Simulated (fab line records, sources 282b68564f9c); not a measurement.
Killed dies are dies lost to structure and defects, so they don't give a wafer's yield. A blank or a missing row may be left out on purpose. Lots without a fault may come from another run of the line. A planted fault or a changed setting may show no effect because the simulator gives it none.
Which tool did it? | flow rit_cmos | 15 lots, 45 wafers sampled, at 3 steps of a route of 202

WHAT THE GAUGES READ, wafer by wafer
RIT_NWELL_TW_MEAS_10. Usual: NWELL_TW 2162, standard deviation 11.
lot  | measured    | on            | NWELL_TW       | flag
L833 | day 1 21:58 | film_metro-03 | 2168 2175 2169 |
L834 | day 2 07:09 | film_metro-01 | 2161 2162 2168 |
L835 | day 2 09:16 | film_metro-01 | 2150 2164 2164 |
L836 | day 2 11:56 | film_metro-02 | 2166 2175 2165 |
L837 | day 2 17:55 | film_metro-02 | 2180 2182 2179 |
L838 | day 2 21:52 | film_metro-02 | 2154 2173 2174 |
L840 | day 3 08:23 | film_metro-01 | 2148 2156 2150 |
L841 | day 3 13:57 | film_metro-03 | 2166 2181 2176 |
L842 | day 3 18:00 | film_metro-02 | 2176 2167 2192 |
L843 | day 3 23:05 | film_metro-03 | 2174 2176 2173 |
L844 | day 4 06:21 | film_metro-01 | 2144 2153 2146 |
L846 | day 4 14:28 | film_metro-01 | 2147 2141 2129 |
L849 | day 5 05:07 | film_metro-02 | 2254 2265 2254 | OFF
L850 | day 5 11:16 | film_metro-02 | 2255 2252 2260 | OFF
L853 | day 6 01:19 | film_metro-01 | 2260 2268 2258 | OFF

RIT_WELLDRIVE_RS_MEAS_01: measures by four-point-probe. Usual: NWELL_RS 275.5 ohm/sq, standard deviation 0.81.
lot  | measured    | on            | NWELL_RS (ohm/sq) | flag
L833 | day 2 04:45 | film_metro-01 | 274.8 275.7 276.0 |
L834 | day 2 13:56 | film_metro-01 | 275.5 275.0 275.4 |
L835 | day 2 16:06 | film_metro-02 | 276.4 275.7 276.5 |
L836 | day 2 20:20 | film_metro-01 | 275.8 275.2 276.3 |
L837 | day 3 00:44 | film_metro-03 | 274.3 274.5 274.4 |
L838 | day 3 04:47 | film_metro-01 | 276.0 275.9 276.0 |
L840 | day 3 15:05 | film_metro-02 | 275.8 276.1 276.2 |
L841 | day 3 20:55 | film_metro-01 | 275.0 274.2 275.4 |
L842 | day 4 01:59 | film_metro-02 | 274.3 273.7 274.6 |
L843 | day 4 05:55 | film_metro-01 | 275.2 275.4 275.8 |
L844 | day 4 13:10 | film_metro-02 | 276.0 275.7 275.2 |
L846 | day 4 21:10 | film_metro-02 | 274.9 275.3 276.5 |
L849 | day 5 11:49 | film_metro-02 | 272.7 272.3 272.7 | OFF
L850 | day 5 18:05 | film_metro-01 | 273.4 273.3 272.4 | OFF
L853 | day 6 08:43 | film_metro-02 | 274.0 274.0 272.8 |

WHICH TOOL RAN EACH LOT (tool, then ch and the chambers of the sampled wafers, then the start)
lot  | RIT_NWELL_IMPLANT_08
L833 | implanter-04 ch 0, day 1 21:38
L834 | implanter-04 ch 0, day 2 06:50
L835 | implanter-04 ch 0, day 2 08:57
L836 | implanter-02 ch 0, day 2 11:37
L837 | implanter-04 ch 0, day 2 17:35
L838 | implanter-04 ch 0, day 2 21:34
L840 | implanter-02 ch 0, day 3 08:04
L841 | implanter-02 ch 0, day 3 13:38
L842 | implanter-03 ch 0, day 3 17:40
L843 | implanter-03 ch 0, day 3 22:46
L844 | implanter-02 ch 0, day 4 06:02
L846 | implanter-03 ch 0, day 4 14:09
L849 | implanter-03 ch 0, day 5 04:47
L850 | implanter-03 ch 0, day 5 10:56
L853 | implanter-03 ch 0, day 6 01:01
- RIT_NWELL_IMPLANT_08

WHAT THE TOOLS THEMSELVES READ (means of the sampled wafers that have a number; where no wafer has one, the mark that the record gives instead)
RIT_NWELL_IMPLANT_08. Usual: beam_energy_keV 170.00, standard deviation 0.05; tilt_deg 6.998 degrees, standard deviation 0.02.
lot  | tool         | beam_energy_keV | tilt_deg (degrees) | flag
L833 | implanter-04 | 170.07          | 7.020              |
L834 | implanter-04 | 169.96          | 6.991              |
L835 | implanter-04 | 170.03          | 6.978              |
L836 | implanter-02 | 170.02          | 7.003              |
L837 | implanter-04 | 169.95          | 6.979              |
L838 | implanter-04 | 170.01          | 7.006              |
L840 | implanter-02 | 170.00          | 6.972              |
L841 | implanter-02 | 170.02          | 6.991              |
L842 | implanter-03 | 169.97          | 6.981              |
L843 | implanter-03 | 170.01          | 7.002              |
L844 | implanter-02 | 170.02          | 7.008              |
L846 | implanter-03 | 170.01          | 6.997              |
L849 | implanter-03 | 214.14          | 7.020              | OFF
L850 | implanter-03 | 214.18          | 6.985              | OFF
L853 | implanter-03 | 214.21          | 7.004              | OFF

THE ANSWER, worked out from the rows above alone
Rule: a lot is off if the mean of its wafers that have a number lies more than 3 standard deviations from the usual mean. A lot without any number at a reading at which 4 lots or more have one is off too. The other lots that the step has rows for count as sound. The gauges are gone through in route order, then the tools' own readings, and for those a lot's mean is taken as printed above. The first step at which some lot is off is used, and at that step the reading that is off furthest; a lot without a number counts as furthest.
Off: L849, L850, L853, at RIT_NWELL_TW_MEAS_10 (NWELL_TW).
A tool fits if, at a process step before that reading, it ran every lot that is off, and no sound lot after the first of them. The gauges at RIT_NWELL_TW_MEAS_10 aren't tried: what is off there is off at RIT_NWELL_IMPLANT_08 too, on other tools, and a gauge's error can't cause that. One fits: implanter-03 at RIT_NWELL_IMPLANT_08. Its last sound lot is L846 (day 4 14:09), its first lot that is off L849 (day 5 04:47): a fault that began between those two fits.
The tool's own readings at RIT_NWELL_IMPLANT_08 bear it out: on the lots that are off they differ by more than 5 times the standard deviation of the sound lots' means. beam_energy_keV reads 214.18 there against 170.01 on the sound lots.

WHAT THE SIMULATOR HAD PUT IN
Process parameter drift: implanter-03, from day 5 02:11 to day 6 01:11, at RIT_NWELL_IMPLANT_08. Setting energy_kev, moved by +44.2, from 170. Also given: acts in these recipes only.
Lots struck among those shown: L849, L850, L853. The rule above found the same.
